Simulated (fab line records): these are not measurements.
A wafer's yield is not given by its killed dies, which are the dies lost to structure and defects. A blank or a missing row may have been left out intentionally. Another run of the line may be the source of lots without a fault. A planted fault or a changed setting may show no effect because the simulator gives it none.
Problem report in the 8D (eight disciplines) form, filled by code	flow rit_cmos	the parts of the form that need people (team, actions taken, sign-off) are left out

1. WHAT WENT WRONG
run_length_s at RIT_M1_METAL_ETCH_12 reads a mean of 183.3 s on 3 wafers of 2 lots; wafers without a fault read 193.1 s with a standard deviation of 0.79. That is -12 standard deviations from the usual mean.
The step: etches Al in Cl2/BCl3, stops on SiO2, time 165 s, target depth 600 nm.
The first sign was on wafer L325.3 at day 6 15:50, on rie_metal-02. The record has a number at this step for 18 wafers belonging to 6 lots. The rule behind "out" and "out of limits": a value lying over 4 standard deviations away from the usual mean. Any other wafer with a number is counted as sound.

2. WHAT IT IS; WHAT IT IS NOT
question	is	is not
which readings at this step	run_length_s	chamber_pressure_mTorr, drypump_motor_current_A, throttle_valve_pct
which lots	L325, L327	L314, L322, L331, L332
which wafers of those lots	L325.3, L327.3, L327.5	L325.1, L325.4, L327.1
read on which tools	rie_metal-02	rie_metal-03, rie_metal-04
when	from day 6 15:50	up to then (8 sound wafers); but 7 sound wafers of L327, L331, L332 came after

3. SUSPECTS, AND WHAT RULES EACH OUT
Counting: any tool at a process step up to the reading remains a suspect provided it ran every lot that is out. Sound lots after the first of them don't rule it out here, since some wafers of a struck lot are sound.
- pvd_sputter-01 at RIT_M1_SPUTTER_00 (material Al, target thk 400 nm, time 500 s): kept. It ran every lot that is out, first L325 (day 6 13:50).
- rie_metal-02 at RIT_M1_METAL_ETCH_12 (etches Al in Cl2/BCl3, stops on SiO2, time 165 s, target depth 600 nm): kept. Every lot that is out went through it, the first being L325 (day 6 15:50); the last sound lot it ran before that was L322 (day 6 03:22). Out on those wafers are its own readings of run_length_s.
- Within rie_metal-02 at RIT_M1_METAL_ETCH_12: the wafers that are out ran in chamber 1; their sound lot-mates ran in chamber 0.
Left after counting: pvd_sputter-01 at RIT_M1_SPUTTER_00, rie_metal-02 at RIT_M1_METAL_ETCH_12.

4. THE CAUSE (what the simulator had put in)
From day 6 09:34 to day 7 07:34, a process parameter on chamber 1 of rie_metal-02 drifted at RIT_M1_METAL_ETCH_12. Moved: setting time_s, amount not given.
After counting, 2 suspects remain, this tool included.

5. SEQUENCE OF EFFECTS, ordered by route
Rows list readings where the struck wafers' mean (over those with a number) sits beyond 3 standard deviations from the usual. Readings are gone through only where the record gives a usual standard deviation; hours: the median, over the lots, of the time from a lot's start at the first step in this table giving one to that lot's start at this step; sigmas: the change measured in usual standard deviations.
hours	step	reading	usual	on struck wafers	change	sigmas
0	RIT_M1_METAL_ETCH_12	oes_product_au	0.790 a.u.	0.846	+0.056	+3.3
0	RIT_M1_METAL_ETCH_12	run_length_s	193.1 s	183.3	-9.8	-12
Here are the process steps it includes:
- RIT_M1_METAL_ETCH_12: etches Al in Cl2/BCl3, stops on SiO2, time 165 s, target depth 600 nm.

6. WHAT WOULD HAVE CAUGHT IT SOONER
In this record the first reading out of limits was taken at day 6 15:50, 6 hours after the fault began at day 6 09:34.
